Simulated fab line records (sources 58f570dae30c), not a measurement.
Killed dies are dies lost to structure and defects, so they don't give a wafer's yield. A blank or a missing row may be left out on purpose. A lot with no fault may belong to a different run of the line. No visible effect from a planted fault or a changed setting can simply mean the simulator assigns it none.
fab line records	flow berkeley_cmos170
record lots=5	wafers=23
route steps=331 shown ZERO@7 NWELL@18 PWELL@42 SACOX@98 NVT@105 GATE@136
start_h: the number of hours between the record's first day and the start of the first shown wafer of the lot	wait_h: hours since the lot's step before	" same as the row above	L1.1+2: a single row standing in for several wafers	- either no value or no given start	* or withheld: withheld	< > ~ a bound
route shown NAME@n: names a module that has steps shown in the file, with the first one's number in the route	usual: mean/standard deviation taken from wafers without a fault	same: alike in all rows	chamber/n: place in a boat	sites: per-site readings	_std_site: the values' standard deviation	_edge_site: outer sites' mean less inner sites'	radius_mm: for every site, how far away it sits from the centre of the wafer	mask NAME#n: copy n	behind: the most recent tool/chamber to have shaped the wafer	hold: why the lot was held/for how many hours/how that ended	device: names the non-switching transistor (n, p or np)	end of line: the route-end tests of the same wafers	a step given without rows: its recipe and nothing more	killed: at the first sort, the dies lost to defects and structure; wafer yield is something else	map: dies across one wafer; x = killed, . = not, _ = none there
set.NAME: the setting the step ran with; set.NAME@STEP: the setting that earlier step ran with	model.NAME: the simulator's own value behind a step, which no gauge read
lots run with intentionally changed settings; tables by step, rows by wafer
## steps
# step UCB170_ZERO_COAT_01
# recipe resist=KrF	spin_rpm=1500	resist_thk_nm=900
lot.wafer	tool	chamber	start_h	wait_h	set.spin_rpm	model.KrF_of_ZERO_COAT_01.thk_nm
L074.1	litho_track-04	0	17.56	0.1	1500	902.7
L074.2	"	0	"	"	1533	893.1
L074.3	"	0	"	"	1500	903
L074.5	"	0	"	"	1500	905.3
L074.6	"	0	"	"	1533	893.7
L076.2	litho_track-04	0	26.36	0.1	1500	903.7
L076.3	"	0	"	"	1500	903.8
L076.4	"	0	"	"	1500	904.5
L076.5	"	0	"	"	1500	902.6
L076.6	"	0	"	"	1500	905.7
L083.1	litho_track-04	0	63.63	0.1	1500	903.5
L083.3	"	0	"	"	1550	890.5
L083.4	"	0	"	"	1500	903.3
L083.5	"	0	"	"	1550	888.8
L083.6	"	0	"	"	1550	890.6
L084.1	litho_track-04	0	69.04	0.1	1500	905.8
L084.3	"	0	"	"	1500	903.8
L084.6	"	0	"	"	1500	906.2
L085.1	litho_track-02	0	72.73	0.1	1500	898.3
L085.2+4	"	0	"	"	1500	901.3
L085.5	"	0	"	"	1500	900.3
L085.6	"	0	"	"	1500	900.9
# step UCB170_ZERO_EXPOSE_03
# recipe mask_id=PM_MARKS	na=0.5	sigma_outer=0.6	source_shape=conventional	target_cd_nm=4000	dose_mj=30
lot.wafer	tool	chamber	start_h	wait_h	mask	set.dose_mj
L074.1+3+6	krf_scanner-01	0	17.98	0.2	PM_MARKS#0	30
L074.2+5	"	0	"	"	PM_MARKS#0	32.24
L076.2+4	krf_scanner-01	0	26.65	0.1	PM_MARKS#0	30
L076.3+5+6	"	0	"	"	PM_MARKS#0	32.06
L083.1+5	krf_scanner-01	0	63.93	0.1	PM_MARKS#0	27.83
L083.3+4+6	"	0	"	"	PM_MARKS#0	30
L084.1+3+6	krf_scanner-02	0	69.47	0.2	PM_MARKS#0	30
L085.1+2+4+5+6	krf_scanner-02	0	73.03	0.1	PM_MARKS#0	30
# step UCB170_ZERO_PEB_04
# recipe peb_temp_c=130	peb_time_s=withheld	resist=KrF
# step UCB170_ZERO_DEVELOP_05
# recipe developer=TMAH	develop_time_s=45	resist=KrF	dev_temp_c=21
# step UCB170_ZERO_ETCH_06
# recipe chemistry=CHF3/CF4/Ar	target=SiO2	time_s=12	pressure_mtorr=100	rf_w=500	CHF3_flow_sccm=50	cf4_flow_sccm=10	Ar_flow_sccm=120	over_etch_frac=1.58
# step UCB170_ZERO_STRIP_07
# recipe chemistry=O2	power_w=400	pressure_mtorr=3500	platen_temp_c=withheld	o2_flow_sccm=393.6	overash_fraction=0.5
# usual strip_time_to_endpoint_s=21.57/0.06
lot.wafer	tool	chamber	start_h	wait_h	set.spin_rpm@ZERO_COAT_01	strip_time_to_endpoint_s
L074.1	plasma_asher-01	1	18.40	0.0	1500	21.60
L074.2	"	0	"	"	1533	21.37
L074.3	"	0	"	"	1500	21.60
L074.5	"	1	"	"	1500	21.67
L074.6	"	0	"	"	1533	21.38
L076.2	plasma_asher-04	1	27.21	0.0	1500	21.62
L076.3	"	0	"	"	1500	21.63
L076.4	"	1	"	"	1500	21.64
L076.5	"	1	"	"	1500	21.58
L076.6	"	0	"	"	1500	21.66
L083.1	plasma_asher-04	0	64.34	0.0	1500	21.62
L083.3	"	1	"	"	1550	21.30
L083.4	"	0	"	"	1500	21.61
L083.5	"	1	"	"	1550	21.24
L083.6	"	0	"	"	1550	21.32
L084.1	plasma_asher-04	1	70.05	0.0	1500	21.66
L084.3	"	1	"	"	1500	21.61
L084.6	"	1	"	"	1500	21.67
L085.1	plasma_asher-04	0	73.57	0.0	1500	21.48
L085.2	"	1	"	"	1500	21.57
L085.4	"	0	"	"	1500	21.55
L085.5	"	1	"	"	1500	21.53
L085.6	"	0	"	"	1500	21.55
# step UCB170_NWELL_CVD_04
# recipe material=Si3N4	target_thk_nm=224	temp_c=800	precursor=SiH2Cl2/NH3	time_s=3360	pressure_mtorr=200	sih2cl2_flow_sccm=25	nh3_flow_sccm=75
lot.wafer	tool	chamber	start_h	wait_h	set.pressure_mtorr	model.Si3N4_of_NWELL_CVD_04.thk_nm
L074.1	-	-	-	0.6	175	214.7
L074.2	"	-	"	"	175	216.6
L074.3	"	-	"	"	175	215.7
L074.5	"	-	"	"	175	215.1
L074.6	"	-	"	"	175	216
L076.2	-	-	-	1.2	187.6	223.2
L076.3	"	-	"	"	187.6	223.1
L076.4	"	-	"	"	187.6	223.5
L076.5	"	-	"	"	187.6	222.1
L076.6	"	-	"	"	187.6	221.8
L083.1	-	-	-	0.0	217	227.2
L083.3	"	-	"	"	217	229
L083.4	"	-	"	"	217	232
L083.5	"	-	"	"	217	227.8
L083.6	"	-	"	"	217	228.8
L084.1	lpcvd-02	0	80.49	0.0	200	225.5
L084.3	"	0	"	"	200	227.3
L084.6	"	0	"	"	200	227
L085.1	-	-	-	0.0	215.4	228.6
L085.2+5	"	-	"	"	215.4	228.9
L085.4	"	-	"	"	215.4	228.7
L085.6	"	-	"	"	215.4	230.4
# step UCB170_NWELL_THK_MEAS_05
# recipe reads=Si3N4_of_NWELL_CVD_04
# usual NWELL_NITRIDE_THK=225.6/2.2
lot.wafer	tool	chamber	start_h	wait_h	set.pressure_mtorr@NWELL_CVD_04	NWELL_NITRIDE_THK[nm]
L074.1	film_metro-01	-	-	-	175	214.7
L074.2	"	-	"	"	175	216.3
L074.3	"	-	"	"	175	215.7
L074.5	"	-	"	"	175	215.1
L074.6	"	-	"	"	175	215.9
L076.2	film_metro-01	-	-	-	187.6	223.1
L076.3	"	-	"	"	187.6	223.1
L076.4	"	-	"	"	187.6	223.4
L076.5	"	-	"	"	187.6	222.1
L076.6	"	-	"	"	187.6	221.9
L083.1	film_metro-04	-	-	-	217	226.8
L083.3	"	-	"	"	217	229.1
L083.4	"	-	"	"	217	231.9
L083.5	"	-	"	"	217	227.9
L083.6	"	-	"	"	217	228.9
L084.1	film_metro-04	-	82.43	0.0	200	225.5
L084.3	"	-	"	"	200	227.0
L084.6	"	-	"	"	200	227.1
L085.1	film_metro-03	-	-	-	215.4	228.5
L085.2	"	-	"	"	215.4	229.0
L085.4	"	-	"	"	215.4	228.8
L085.5	"	-	"	"	215.4	229.1
L085.6	"	-	"	"	215.4	230.4
# step UCB170_PWELL_COAT_08
# recipe resist=KrF	spin_rpm=1500	resist_thk_nm=900
lot.wafer	tool	chamber	start_h	wait_h	set.resist_thk_nm	model.KrF_of_PWELL_COAT_08.thk_nm
L074.1	litho_track-04	0	46.89	0.1	900	905.6
L074.2	"	0	"	"	900	901.5
L074.3	"	0	"	"	900	902
L074.5	"	0	"	"	900	901.6
L074.6	"	0	"	"	900	905.9
L076.2	litho_track-01	0	56.80	0.1	900	898
L076.3	"	0	"	"	928.7	926.8
L076.4	"	0	"	"	928.7	927.3
L076.5	"	0	"	"	900	897.2
L076.6	"	0	"	"	928.7	925.8
L083.1	litho_track-01	0	93.52	0.1	934	935
L083.3	"	0	"	"	900	900.1
L083.4	"	0	"	"	900	898.1
L083.5	"	0	"	"	900	898.7
L083.6	"	0	"	"	934	931.5
L084.1	litho_track-03	0	99.32	0.1	900	897.6
L084.3	"	0	"	"	900	897.9
L084.6	"	0	"	"	900	898.6
L085.1	litho_track-04	0	99.32	0.1	900	900.1
L085.2	"	0	"	"	882.4	884.6
L085.4	"	0	"	"	900	902.9
L085.5	"	0	"	"	900	900.4
L085.6	"	0	"	"	882.4	883.6
# step UCB170_PWELL_ETCH_14
# recipe chemistry=CH3F/Ar/O2	target=Si3N4	stop_on=SiO2	CH3F_flow_sccm=20	Ar_flow_sccm=50	O2_flow_sccm=7	pressure_mtorr=50	rf_w=450	target_depth_a=2420	over_etch_frac=0.1	time_s=151
lot.wafer	tool	chamber	start_h	wait_h	set.time_s	set.resist_thk_nm@PWELL_COAT_08	model.KrF_of_PWELL_COAT_08.thk_nm	model.etch.depth_nm
L074.1	rie_diel-01	3	47.78	0.0	132.4	900	751.8	209.3
L074.2	"	1	"	"	132.4	900	745.5	212.7
L074.3	"	2	"	"	132.4	900	748.4	209.1
L074.5	"	2	"	"	151	900	728.6	221.5
L074.6	"	1	"	"	151	900	730.7	221.3
L076.2	rie_diel-03	0	57.62	0.0	151	900	720.3	223.9
L076.3	"	2	"	"	151	928.7	752.3	-
L076.4	"	3	"	"	144.8	928.7	757.6	224.1
L076.5	"	2	"	"	144.8	900	730.1	224.3
L076.6	"	3	"	"	144.8	928.7	757.4	-
L083.1	rie_diel-03	2	94.33	0.0	151	934	758.9	218.7
L083.3	"	3	"	"	151	900	723.9	217.9
L083.4	"	2	"	"	151	900	720	219.9
L083.5	"	3	"	"	130.7	900	744.9	209.4
L083.6	"	0	"	"	130.7	934	776	211.9
L085.1	rie_diel-01	0	100.05	0.0	151	900	725.1	219.9
L085.2	"	1	"	"	151	882.4	707.7	-
L085.4	"	3	"	"	151	900	730.1	218.3
L085.5	"	3	"	"	151	900	726.6	-
L085.6	"	2	"	"	151	882.4	710.7	-
L084.1	rie_diel-03	2	100.23	0.0	151	900	721.9	221.8
L084.3	"	3	"	"	151	900	721.2	222.1
L084.6	"	0	"	"	151	900	721.1	222
# step UCB170_PWELL_IMPLANT_15
# recipe species=B	dose_cm2=4.9e+12	energy_kev=60	tilt_deg=7
# step UCB170_PWELL_STRIP_16
# recipe chemistry=O2	power_w=400	pressure_mtorr=3500	platen_temp_c=withheld	o2_flow_sccm=400	overash_fraction=0.5
# usual strip_time_to_endpoint_s=18.08/0.091
lot.wafer	tool	chamber	start_h	wait_h	set.resist_thk_nm@PWELL_COAT_08	set.time_s@PWELL_ETCH_14	strip_time_to_endpoint_s
L074.1	plasma_asher-01	0	48.03	0.1	900	132.4	18.76
L074.2	"	1	"	"	900	132.4	18.60
L074.3	"	1	"	"	900	132.4	18.68
L074.5	"	1	"	"	900	151	18.19
L074.6	"	0	"	"	900	151	18.23
L076.2	plasma_asher-01	1	57.87	0.1	900	151	17.99
L076.3	"	0	"	"	928.7	151	18.74
L076.4	"	1	"	"	928.7	144.8	18.86
L076.5	"	1	"	"	900	144.8	18.22
L076.6	"	0	"	"	928.7	144.8	18.86
L083.1	plasma_asher-04	0	94.59	0.1	934	151	18.92
L083.3	"	1	"	"	900	151	18.06
L083.4	"	0	"	"	900	151	17.98
L083.5	"	1	"	"	900	130.7	18.58
L083.6	"	0	"	"	934	130.7	19.32
L085.1	plasma_asher-01	0	100.30	0.1	900	151	18.10
L085.2	"	1	"	"	882.4	151	17.67
L085.4	"	1	"	"	900	151	18.21
L085.5	"	1	"	"	900	151	18.15
L085.6	"	0	"	"	882.4	151	17.74
L084.1	plasma_asher-03	0	100.48	0.1	900	151	18.03
L084.3	"	1	"	"	900	151	18.02
L084.6	"	1	"	"	900	151	18.01
# step UCB170_SACOX_OXIDATION_01
# recipe temp_c=900	ambient=O2	target_thk_a=144	ox_time_s=2400
lot.wafer	tool	chamber	start_h	wait_h	set.ox_time_s	model.SiO2_of_SACOX_OXIDATION_01.thk_nm
L074.1	-	-	-	3.5	2087	13.08
L074.2	"	-	"	"	2087	12.98
L074.3	"	-	"	"	2087	12.75
L074.5	"	-	"	"	2087	12.79
L074.6	"	-	"	"	2087	12.99
L076.2	-	-	-	5.3	2523	15.09
L076.3	"	-	"	"	2523	15.06
L076.4	"	-	"	"	2523	14.96
L076.5	"	-	"	"	2523	15.1
L076.6	"	-	"	"	2523	15.33
L083.1	-	-	-	3.0	2716	15.68
L083.3	"	-	"	"	2716	15.59
L083.4	"	-	"	"	2716	15.41
L083.5	"	-	"	"	2716	15.69
L083.6	"	-	"	"	2716	15.79
L084.1	furnace-01	0	146.56	3.0	2400	14.22
L084.3	"	0	"	"	2400	14.26
L084.6	"	0	"	"	2400	14.48
L085.1	-	-	-	3.0	2400	14.68
L085.2	"	-	"	"	2400	14.53
L085.4	"	-	"	"	2400	14.69
L085.5	"	-	"	"	2400	14.63
L085.6	"	-	"	"	2400	14.51
# step UCB170_SACOX_THK_MEAS_02
# recipe reads=SiO2_of_SACOX_OXIDATION_01
# usual SACOX_OXIDE_THK=14.46/0.19
lot.wafer	tool	chamber	start_h	wait_h	set.ox_time_s@SACOX_OXIDATION_01	SACOX_OXIDE_THK[nm]
L074.1	film_metro-03	-	-	-	2087	13.05
L074.2	"	-	"	"	2087	13.06
L074.3	"	-	"	"	2087	12.76
L074.5	"	-	"	"	2087	12.79
L074.6	"	-	"	"	2087	12.98
L076.2	film_metro-04	-	-	-	2523	15.12
L076.3	"	-	"	"	2523	15.06
L076.4	"	-	"	"	2523	14.94
L076.5	"	-	"	"	2523	15.15
L076.6	"	-	"	"	2523	15.34
L083.1	film_metro-04	-	-	-	2716	15.64
L083.3	"	-	"	"	2716	15.55
L083.4	"	-	"	"	2716	15.41
L083.5	"	-	"	"	2716	15.68
L083.6	"	-	"	"	2716	15.74
L084.1	film_metro-03	-	148.23	0.0	2400	14.16
L084.3	"	-	"	"	2400	14.29
L084.6	"	-	"	"	2400	14.43
L085.1	film_metro-02	-	-	-	2400	14.64
L085.2	"	-	"	"	2400	14.51
L085.4	"	-	"	"	2400	14.69
L085.5	"	-	"	"	2400	14.61
L085.6	"	-	"	"	2400	14.54
# step UCB170_NVT_COAT_01
# recipe resist=KrF	spin_rpm=1500	resist_thk_nm=900
lot.wafer	tool	chamber	start_h	wait_h	set.resist_thk_nm	model.KrF_of_NVT_COAT_01.thk_nm
L074.1	litho_track-02	0	106.05	0.1	900	904.2
L074.2	"	0	"	"	900	902.8
L074.3	"	0	"	"	855	856.1
L074.5	"	0	"	"	855	855.4
L074.6	"	0	"	"	900	901.3
L076.2	litho_track-02	0	123.29	0.1	900	902.9
L076.3	"	0	"	"	900	902.2
L076.4	"	0	"	"	900	900.8
L076.5	"	0	"	"	900	904.9
L076.6	"	0	"	"	900	904.6
L083.1	litho_track-02	0	163.65	0.1	849.6	850.1
L083.3	"	0	"	"	900	901.3
L083.4	"	0	"	"	900	898.8
L083.5	"	0	"	"	849.6	848
L083.6	"	0	"	"	900	900.1
L084.1	litho_track-03	0	163.65	0.1	900	896.3
L084.3	"	0	"	"	900	893.4
L084.6	"	0	"	"	900	895.5
L085.1	litho_track-04	0	163.65	0.1	872.8	876.1
L085.2	"	0	"	"	872.8	876.4
L085.4	"	0	"	"	872.8	876.8
L085.5	"	0	"	"	900	904.4
L085.6	"	0	"	"	900	901.2
# step UCB170_NVT_DEVELOP_05
# recipe developer=TMAH	develop_time_s=45	resist=KrF	dev_temp_c=21
lot.wafer	tool	chamber	start_h	wait_h	set.dev_temp_c
L074.1+6	litho_track-02	0	-	-	21
L074.2+3+5	"	0	"	"	17.33
L076.2+3+4+5+6	litho_track-03	0	-	-	21
L084.1+3+6	litho_track-03	0	-	-	21
L083.1+3+4+5+6	litho_track-02	0	-	-	21
L085.1+2+5	litho_track-04	0	-	-	21
L085.4+6	"	0	"	"	17.32
# step UCB170_NVT_IMPLANT_07
# recipe species=BF2	dose_cm2=3e+12	energy_kev=50	tilt_deg=7
# step UCB170_NVT_STRIP_08
# recipe chemistry=O2	power_w=400	pressure_mtorr=3500	platen_temp_c=withheld	o2_flow_sccm=400	overash_fraction=0.5
# usual strip_time_to_endpoint_s=21.65/0.059
lot.wafer	tool	chamber	start_h	wait_h	set.resist_thk_nm@NVT_COAT_01	strip_time_to_endpoint_s
L074.1	plasma_asher-02	0	107.29	0.1	900	21.72
L074.2	"	1	"	"	900	21.68
L074.3	"	0	"	"	855	20.57
L074.5	"	1	"	"	855	20.58
L074.6	"	0	"	"	900	21.67
L076.2	plasma_asher-03	0	124.29	0.1	900	21.71
L076.3	"	0	"	"	900	21.69
L076.4	"	1	"	"	900	21.64
L076.5	"	0	"	"	900	21.74
L076.6	"	1	"	"	900	21.72
L084.1	plasma_asher-03	1	164.65	0.1	900	21.53
L084.3	"	0	"	"	900	21.47
L084.6	"	1	"	"	900	21.53
L083.1	plasma_asher-02	1	164.77	0.1	849.6	20.44
L083.3	"	1	"	"	900	21.67
L083.4	"	0	"	"	900	21.59
L083.5	"	0	"	"	849.6	20.41
L083.6	"	1	"	"	900	21.63
L085.1	plasma_asher-01	1	165.01	0.1	872.8	21.07
L085.2	"	0	"	"	872.8	21.06
L085.4	"	1	"	"	872.8	21.09
L085.5	"	0	"	"	900	21.72
L085.6	"	1	"	"	900	21.66
# step UCB170_GATE_PEB_10
# recipe peb_temp_c=130	peb_time_s=withheld	resist=KrF
lot.wafer	tool	chamber	start_h	wait_h	set.peb_temp_c
L074.1+2	litho_track-02	0	123.59	0.1	130
L074.3+5+6	"	0	"	"	127.4
L076.2+3+4+5+6	litho_track-02	0	137.86	0.1	130
L084.1+3+6	litho_track-01	0	178.93	0.3	130
L083.1+6	litho_track-03	0	179.46	0.6	130
L083.3+4+5	"	0	"	"	131
L085.1+4+6	litho_track-03	0	179.73	0.5	128.5
L085.2+5	"	0	"	"	130
# step UCB170_GATE_DEVELOP_11
# recipe developer=TMAH	develop_time_s=45	resist=KrF	dev_temp_c=21
# step UCB170_GATE_CD_MEAS_12
# recipe target_cd_nm=350
# usual cd_nm=349.9/1.5
lot.wafer	tool	chamber	start_h	wait_h	set.peb_temp_c@GATE_PEB_10	cd_nm
L074.1	cd_sem-02	-	123.94	-	130	350.0
L074.2	"	-	"	"	130	349.9
L074.3	"	-	"	"	127.4	370.2
L074.5	"	-	"	"	127.4	371.6
L074.6	"	-	"	"	127.4	370.3
L076.2	cd_sem-02	-	138.14	-	130	349.9
L076.3	"	-	"	"	130	349.5
L076.4	"	-	"	"	130	350.0
L076.5	"	-	"	"	130	348.7
L076.6	"	-	"	"	130	348.3
L084.1	cd_sem-02	-	179.21	-	130	348.2
L084.3	"	-	"	"	130	347.5
L084.6	"	-	"	"	130	348.0
L083.1	cd_sem-01	-	179.73	-	130	349.9
L083.3	"	-	"	"	131	344.4
L083.4	"	-	"	"	131	343.3
L083.5	"	-	"	"	131	344.4
L083.6	"	-	"	"	130	350.0
L085.1	cd_sem-01	-	180.01	-	128.5	358.6
L085.2	"	-	"	"	130	346.6
L085.4	"	-	"	"	128.5	357.0
L085.5	"	-	"	"	130	348.3
L085.6	"	-	"	"	128.5	357.5
# step UCB170_GATE_ETCH_14
# recipe chemistry=N2/H2	target_depth_a=withheld	overetch_a=withheld	target=BARC	time_s=withheld	source_w=500	bias_w=100	pressure_mtorr=30	n2_flow_sccm=100	h2_flow_sccm=200
# step UCB170_GATE_ETCH_15
# recipe chemistry=HBr/Cl2	target=poly-Si	stop_on=SiO2	over_etch_frac=0.3	icp_w=300	bias_w=150	time_s=56.3	pressure_mtorr=15	HBr_flow_sccm=150	Cl2_flow_sccm=50	target_depth_a=2782
lot.wafer	tool	chamber	start_h	wait_h	set.peb_temp_c@GATE_PEB_10	model.GATE.cd_nm
L074.1	rie_si-01	2	124.14	-	130	349.6
L074.2	"	0	"	"	130	349.4
L074.3	"	3	"	"	127.4	370.5
L074.5	"	2	"	"	127.4	371.9
L074.6	"	3	"	"	127.4	369.8
L076.2	rie_si-02	3	138.32	-	130	349.9
L076.3	"	1	"	"	130	349.1
L076.4	"	2	"	"	130	350.2
L076.5	"	0	"	"	130	348.5
L076.6	"	3	"	"	130	349.3
L084.1	rie_si-01	2	179.40	-	130	348.7
L084.3	"	1	"	"	130	348.2
L084.6	"	2	"	"	130	348.9
L083.1	rie_si-02	0	179.93	-	130	349.5
L083.3	"	1	"	"	131	344
L083.4	"	2	"	"	131	342.5
L083.5	"	1	"	"	131	344.1
L083.6	"	2	"	"	130	350.3
L085.1	rie_si-01	2	180.21	-	128.5	358.5
L085.2	"	0	"	"	130	346.7
L085.4	"	0	"	"	128.5	357.2
L085.5	"	1	"	"	130	348.8
L085.6	"	2	"	"	128.5	357.6
# step UCB170_GATE_STRIP_16
# recipe chemistry=O2	power_w=400	pressure_mtorr=3500	platen_temp_c=withheld	o2_flow_sccm=400	overash_fraction=0.5
# step UCB170_GATE_CD_MEAS_90
# recipe target_cd_nm=350
# usual cd_nm=349.8/1.4
lot.wafer	tool	chamber	start_h	wait_h	set.peb_temp_c@GATE_PEB_10	cd_nm
L074.1	cd_sem-02	-	124.29	0.1	130	349.6
L074.2	"	-	"	"	130	349.4
L074.3	"	-	"	"	127.4	370.6
L074.5	"	-	"	"	127.4	371.7
L074.6	"	-	"	"	127.4	369.8
L076.2	cd_sem-01	-	138.48	0.1	130	349.9
L076.3	"	-	"	"	130	349.4
L076.4	"	-	"	"	130	349.9
L076.5	"	-	"	"	130	348.4
L076.6	"	-	"	"	130	349.6
L084.1	cd_sem-01	-	179.55	0.1	130	348.8
L084.3	"	-	"	"	130	348.1
L084.6	"	-	"	"	130	348.7
L083.1	cd_sem-02	-	180.08	0.1	130	349.4
L083.3	"	-	"	"	131	344.2
L083.4	"	-	"	"	131	342.3
L083.5	"	-	"	"	131	344.2
L083.6	"	-	"	"	130	349.9
L085.1	cd_sem-01	-	180.35	0.1	128.5	358.5
L085.2	"	-	"	"	130	346.8
L085.4	"	-	"	"	128.5	357.1
L085.5	"	-	"	"	130	348.8
L085.6	"	-	"	"	128.5	357.4
## key
split step=UCB170_ZERO_COAT_01	setting=spin_rpm	stated=1500	by=wafer
response step=UCB170_ZERO_COAT_01	reading=model.KrF_of_ZERO_COAT_01.thk_nm	change=-4.23	per=1%	r=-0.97
response step=UCB170_ZERO_STRIP_07	reading=strip_time_to_endpoint_s	change=*	per=1%	r=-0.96
split step=UCB170_ZERO_EXPOSE_03	setting=dose_mj	stated=30	by=wafer
response none clear
split step=UCB170_NWELL_CVD_04	setting=pressure_mtorr	stated=200	by=lot
response step=UCB170_NWELL_CVD_04	reading=model.Si3N4_of_NWELL_CVD_04.thk_nm	change=+0.602	per=1%	r=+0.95
response step=UCB170_NWELL_THK_MEAS_05	reading=NWELL_NITRIDE_THK	change=+0.604	per=1%	r=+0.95
split step=UCB170_PWELL_COAT_08	setting=resist_thk_nm	stated=900	by=wafer
response step=UCB170_PWELL_COAT_08	reading=model.KrF_of_PWELL_COAT_08.thk_nm	change=+9.03	per=1%	r=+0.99
response step=UCB170_PWELL_ETCH_14	reading=model.KrF_of_PWELL_COAT_08.thk_nm	change=+9.76	per=1%	r=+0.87
response step=UCB170_PWELL_STRIP_16	reading=strip_time_to_endpoint_s	change=*	per=1%	r=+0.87
split step=UCB170_PWELL_ETCH_14	setting=time_s	stated=151	by=wafer
response step=UCB170_PWELL_ETCH_14	reading=model.etch.depth_nm	change=+0.716	per=1%	r=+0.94
response step=UCB170_PWELL_ETCH_14	reading=model.KrF_of_PWELL_COAT_08.thk_nm	slope=-1.53	per=1%	together_with=resist_thk_nm@PWELL_COAT_08	explained=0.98
response step=UCB170_PWELL_STRIP_16	reading=strip_time_to_endpoint_s	slope=*	per=1%	together_with=resist_thk_nm@PWELL_COAT_08	explained=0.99
split step=UCB170_SACOX_OXIDATION_01	setting=ox_time_s	stated=2400	by=lot
response step=UCB170_SACOX_OXIDATION_01	reading=model.SiO2_of_SACOX_OXIDATION_01.thk_nm	change=+0.106	per=1%	r=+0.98
response step=UCB170_SACOX_THK_MEAS_02	reading=SACOX_OXIDE_THK	change=+0.105	per=1%	r=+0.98
split step=UCB170_NVT_COAT_01	setting=resist_thk_nm	stated=900	by=wafer
response step=UCB170_NVT_COAT_01	reading=model.KrF_of_NVT_COAT_01.thk_nm	change=+9.17	per=1%	r=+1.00
response step=UCB170_NVT_STRIP_08	reading=strip_time_to_endpoint_s	change=*	per=1%	r=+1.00
split step=UCB170_NVT_DEVELOP_05	setting=dev_temp_c	stated=21	by=wafer
response none clear
split step=UCB170_GATE_PEB_10	setting=peb_temp_c	stated=130	by=wafer
response step=UCB170_GATE_CD_MEAS_12	reading=cd_nm	change=-9.76	per=1%	r=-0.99
response step=UCB170_GATE_ETCH_15	reading=model.GATE.cd_nm	change=-9.94	per=1%	r=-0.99
response step=UCB170_GATE_CD_MEAS_90	reading=cd_nm	change=-9.87	per=1%	r=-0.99
